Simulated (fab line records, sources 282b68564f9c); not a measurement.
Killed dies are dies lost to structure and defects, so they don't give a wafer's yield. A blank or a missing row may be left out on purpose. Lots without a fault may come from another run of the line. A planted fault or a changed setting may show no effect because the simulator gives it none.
A struck lot beside a sound one | flow rit_cmos | 19 steps out of a route of 202
Sound: wafers L534.4, L534.5, L534.6. Struck: wafers L541.2, L541.3, L541.5. The cause comes at the end.
At each step with rows: each side's tool, then ch and its chambers, then its first start. Under that, the readings that differ: sound wafers | struck wafers | difference of the means | sigmas: that difference in standard deviations of wafers without a fault.
alike: readings whose means differ by less than 2 such deviations, and words and numbers that are the same on both sides. not compared: withheld readings, readings that some wafer has no value for, bounds like >300 that may hide the same value, and numbers for which the record gives no deviation and whose values overlap.
The two part at a step that has a row with sigmas, a row that says differs or no value, or rows on one side only. Numbers that don't overlap but have no deviation are shown without sigmas and don't part them. A reading that every wafer of one side lacks parts them only if that side has two wafers or more.

first, 3 steps without rows for these wafers: RIT_GATE_CLEAN_02 (cleans in dHF, time 30 s); RIT_GATE_CLEAN_03 (cleans in SC2, time 600 s); RIT_GATE_CLEAN_04 (cleans in dHF, time 60 s).
RIT_FOX2_THK_MEAS_91:
  sound on film_metro-03, day 2 18:11; struck on film_metro-01, day 4 05:30
  reading                     | sound       | struck      | difference | sigmas
  FIELD_OXIDE_LEFT_2_THK (nm) | 264 265 269 | 247 249 257 | -15        | -2
then, 2 steps without rows for these wafers: RIT_GATE_OXIDATION_05 (target thk 3 nm, ox time 270 s); RIT_GATE_ANNEAL_06 (time 600 s).
RIT_GATE_THK_MEAS_07:
  sound on film_metro-03, day 2 19:58; struck on film_metro-01, day 4 06:53
  alike: GATE_OXIDE_THK
then, 1 step without rows for these wafers: RIT_GATE_CVD_08 (deposits poly-Si from SiH4, target thk 250 nm, time 2220 s).
RIT_GATE_THK_MEAS_09:
  sound on film_metro-03, day 2 21:38; struck on film_metro-03, day 4 08:34
  alike: GATE_POLY_THK
then, 3 steps without rows for these wafers: RIT_GATE_HMDS_10 (prime time 60 s); RIT_GATE_COAT_11 (resist thk 850 nm); RIT_GATE_SOFTBAKE_12 (time 60 s).
RIT_GATE_EXPOSE_13: exposes mask M6, target cd 150 nm.
  sound on iline_stepper-02 ch 0, day 2 22:16; struck on iline_stepper-01 ch 0, day 4 09:12
  reading                      | sound                | struck               | difference | sigmas
  focus_offset_nm (nm)         | -0.7 -0.2 -0.5       | 1.0 1.4 0.2          | +1.3       | +2
  model.GATE.overlay_x_nm (nm) | -1.173 -1.173 -1.173 | -148.4 -148.4 -148.4 | -147.2     |
  alike: mask
then, 2 steps without rows for these wafers: RIT_GATE_PEB_14; RIT_GATE_DEVELOP_15 (develop time 50 s).
RIT_GATE_CD_MEAS_16: target cd 150 nm.
  sound on cd_sem-02, day 2 22:40; struck on cd_sem-01, day 4 09:36
  alike: cd_nm
RIT_GATE_OVL_MEAS_17:
  sound on overlay-02, day 2 22:45; struck on overlay-02, day 4 09:43
  reading       | sound          | struck               | difference | sigmas
  GATE_OVL (nm) | -0.3 -1.1 -0.6 | -147.6 -148.8 -148.0 | -147.5     | -99 or more
then, 1 step without rows for these wafers: RIT_GATE_HARDBAKE_18 (time 60 s).
RIT_M1_PROBE_99:
  sound on prober-02, day 3 19:45; struck on prober-01, day 5 05:59
  reading                                                 | sound                | struck               | difference | sigmas
  model.etest.nldd.width_nm (nm)                          | 3147 3145 3140       | 3107 3103 3103       | -40        |
  model.etest.pldd.width_nm (nm)                          | 3164 3126 3143       | 3094 3092 3085       | -54        |
  model.etest.select_edge_diode_p.leak_log10_a (angstrom) | -10.43 -10.42 -10.37 | -6.773 -8.336 -8.445 | +2.555     |
  model.etest.select_edge_diode_n.leak_log10_a (angstrom) | -9.966 -9.718 -9.716 | -6.141 -7.76 -7.874  | +2.542     |
  model.etest.gate_end_array.leak_log10_a_um              | -12.99 -12.91 -13.07 | -11.83 -12.12 -12.3  | +0.91      |
  alike: killed_at_M0_to_M3, killed_at_front_end, killed_dies, killed_open, killed_short

WHERE THEY PART
First at RIT_FOX2_THK_MEAS_91; last, within this record, at RIT_GATE_OVL_MEAS_17. Later steps at which nothing parts them and some readings are alike: RIT_M1_PROBE_99.

WHY: what the simulator had put in
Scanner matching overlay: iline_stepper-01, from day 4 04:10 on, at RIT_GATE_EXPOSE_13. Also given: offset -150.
